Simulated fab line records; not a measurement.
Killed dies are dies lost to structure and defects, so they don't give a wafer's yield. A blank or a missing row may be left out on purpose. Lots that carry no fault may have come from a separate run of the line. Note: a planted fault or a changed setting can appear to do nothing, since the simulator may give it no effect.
Which tool is to blame?	flow berkeley-cmos170	Sampling: 14 lots, 42 wafers, 2 of 331 route steps

WHAT THE GAUGES SHOWED, per wafer
UCB170_NWELL_TW_MEAS_16.
lot	measured	on	NWELL_TW
L104	day 2 12:28	film-metro-01	1230 1235 1230
L106	day 2 21:21	film-metro-02	1252 1254 1255
L107	day 3 01:08	film-metro-03	1235 1242 1236
L108	day 3 08:49	film-metro-02	1244 1251 1248
L109	day 3 14:38	film-metro-03	1233 1235 1237
L110	day 3 19:05	film-metro-01	1236 1232 1238
L112	day 4 06:35	film-metro-03	1227 1229 1231
L114	day 4 21:07	film-metro-03	1232 1231 1229
L116	day 5 03:33	film-metro-01	1235 1237 1235
L115	day 5 03:58	film-metro-01	1237 1239 1239
L120	day 6 03:44	film-metro-02	1247 1239 1242
L122	day 6 17:46	film-metro-01	1231 1225 1225
L123	day 6 18:19	film-metro-01	1230 1235 1234
L125	day 7 04:13	film-metro-02	1251 1251 1252

UCB170_PWELL_OVL_MEAS_13.
lot	measured	on	PWELL_OVL (nm)
L104	day 3 06:50	overlay-01	8 6 4
L106	day 3 14:14	overlay-02	7 12 8
L107	day 3 17:32	overlay-01	0 0 -5
L108	day 3 22:04	overlay-01	0 -2 -6
L109	day 4 07:26	overlay-01	6 -4 4
L110	day 4 15:37	overlay-01	1 1 -3
L112	day 5 03:19	overlay-02	-4 -3 -7
L114	day 5 18:31	overlay-02	2 -3 10
L116	day 6 01:10	overlay-01	-2 5 3
L115	day 6 01:26	overlay-02	1 4 3
L120	day 7 00:07	overlay-02	-4 0 3
L122	day 7 08:37	overlay-01	-8 -4 -2
L123	day 7 08:44	overlay-01	10 7 12
L125	day 7 19:50	overlay-01	1 5 2

TOOL THAT RAN EACH LOT (tool first, then ch and the chambers of the sampled wafers, then the start)
No process step before these readings appears in the record.

WHAT THE TOOLS THEMSELVES READ (means of the sampled wafers that have a number; where no wafer has one, the mark that the record gives instead)
The record holds no such reading with a usual standard deviation.

THE ANSWER, worked out from the rows above alone
Rule: the lots themselves supply what counts as usual. The widest of any qualifying gaps counts: lots, ordered by their means at a reading, are off when they make up no more than a third of the lots, leave a main group of 4 or more, and stand apart from it by 3 or more times the standard deviation of that group's means. The tables above print the reading to a certain number of digits; a main group whose means all agree to those digits is not used. Also off: a lot with no number at a reading for which 4 or more lots have one. Where the step has rows for the other lots, those lots are counted as sound. The gauges are gone through in route order, then the tools' own readings, and for those a lot's mean is taken as printed above. At the first step where some lot is off, the reading lying furthest off is the one used; lots without a number count as furthest.
No lot is off at any reading shown: from this, nothing can be told.

WHAT THE SIMULATOR PUT IN
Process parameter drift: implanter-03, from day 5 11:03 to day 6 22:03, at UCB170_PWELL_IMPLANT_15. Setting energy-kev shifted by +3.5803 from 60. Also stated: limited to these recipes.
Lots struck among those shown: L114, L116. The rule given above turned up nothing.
